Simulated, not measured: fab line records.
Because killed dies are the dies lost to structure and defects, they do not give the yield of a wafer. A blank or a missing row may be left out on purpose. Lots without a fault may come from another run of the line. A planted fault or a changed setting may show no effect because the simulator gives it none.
Struck lot and sound lot, side by side -- flow ritCmos -- 19 steps out of a route of 202
Sound: these wafers, L500.1, L500.5, L500.6. Struck: wafers L497.3, L497.5, L497.6. The cause comes at the end.
Per side, at each step with rows, come the tool, then ch with its chambers, and then its first start. Under that, the readings that differ: sound wafers -- struck wafers -- difference of the means -- sigmas: that difference in standard deviations of wafers without a fault.
alike: words and numbers the same on both sides, and readings whose means are apart by under 2 such deviations; not compared: readings that were withheld, readings missing a value for some wafer, numbers with overlapping values and no deviation given by the record, and bounds like >300 which may hide the same value.
A row with sigmas, a row that says differs or no value, or rows on one side alone: a step with any of these is where the two part. Numbers that have no deviation but don't overlap get no sigmas and don't part them. A reading missing from all wafers of one side parts the sides only when that side holds two or more wafers.

first, 1 step without rows for these wafers: RIT_SILICIDE_WET_ETCH_00 (etches SiO2 in BOE, target depth 14 nm, time 15 s).
RIT_SILICIDE_SPUTTER_01: material Ti, target thk 30 nm, time 240 s.
  sound on pvdSputter-03 at day 8 10:03; struck on pvdSputter-01 at day 7 14:46
  alike: throttleValvePct
RIT_SILICIDE_RS_MEAS_02: measures by four-point-probe.
  sound on filmMetro-02 at day 8 10:12; struck on filmMetro-02 at day 7 14:59
  alike: SILICIDE_TI_RS
RIT_SILICIDE_THK_MEAS_03: measures by xrf.
  sound on filmMetro-02 at day 8 10:19; struck on filmMetro-02 at day 7 15:05
  alike: SILICIDE_TI_THK
RIT_SILICIDE_RTA_04: time 10 s, ramp up 5 s, ramp down 5 s.
  sound on rtpAnneal-01 ch 0, day 8 10:23; struck on rtpAnneal-02 ch 0, day 7 15:10
  alike: wafer_temp_C_max
then, 1 step without rows for these wafers: RIT_SILICIDE_WET_ETCH_05 (etches Ti in SPM, time 120 s).
RIT_SILICIDE_RTA_06: time 10 s, ramp up 5 s, ramp down 10 s.
  sound on rtpAnneal-02 ch 0, day 8 10:29; struck on rtpAnneal-01 ch 0, day 7 15:16
  alike: wafer_temp_C_max
RIT_CONTACT_CVD_00: deposits SiO2 from TEOS, target thk 400 nm, time 61 s.
  sound on pecvd-03 ch 0,1,2, day 8 10:33; struck on pecvd-03 ch 0,1,2, day 7 15:19
  alike: heaterPowerW
RIT_CONTACT_THK_MEAS_01:
  sound on filmMetro-04 at day 8 10:37; struck on filmMetro-02 at day 7 15:23
  alike: CONTACT_TEOS_THK
then, 3 steps without rows for these wafers: RIT_CONTACT_HMDS_02 (prime time 60 s); RIT_CONTACT_COAT_03 (resist thk 1000 nm); RIT_CONTACT_SOFTBAKE_04 (time 60 s).
RIT_CONTACT_EXPOSE_05: exposes mask M11, target cd 1000 nm.
  sound on ilineStepper-02 ch 0, day 8 11:14; struck on ilineStepper-01 ch 0, day 7 16:02
reading,sound,struck,difference,sigmas
model.CONTACT.overlayXNm (nm),-1.281 -1.281 -1.281,130.5 130.5 130.5,+131.8,
  alike: mask
then, 2 steps without rows for these wafers: RIT_CONTACT_PEB_06; RIT_CONTACT_DEVELOP_07 (develop time 120 s).
RIT_CONTACT_CD_MEAS_08: the cd target is 1000 nm.
  sound on cdSem-01 at day 8 11:46; struck on cdSem-01 at day 7 16:33
  alike: cdNm
RIT_CONTACT_OVL_MEAS_09:
  sound on overlay-01 at day 8 11:53; struck on overlay-01 at day 7 16:38
reading,sound,struck,difference,sigmas
CONTACT_OVL (nm),0.4 0.2 0.5,130.2 129.3 129.5,+129.3,+99 or more
then, 1 step without rows for these wafers: RIT_CONTACT_HARDBAKE_10 (time 60 s).
RIT_M1_PROBE_99:
  sound on prober-02 at day 8 17:04; struck on prober-01 at day 7 21:52
reading,sound,struck,difference,sigmas
model.etest.contactToGate.bvRightV (V),92.01 90.79 90.93,27.61 26.53 28.19,-63.80,
model.etest.contactToGate.bvLeftV (V),91.94 88.19 89.31,156.6 158.6 157.2,+67.7,
  alike: killedAtContacts, killedAtFrontEnd, killedDies, killedOnRim, killedOpen, killedShort

## WHERE THEY PART
At RIT_CONTACT_OVL_MEAS_09 and nowhere else, as far as this record goes. Later steps at which nothing parts them and some readings are alike: RIT_M1_PROBE_99.

WHY: the cause the simulator had injected
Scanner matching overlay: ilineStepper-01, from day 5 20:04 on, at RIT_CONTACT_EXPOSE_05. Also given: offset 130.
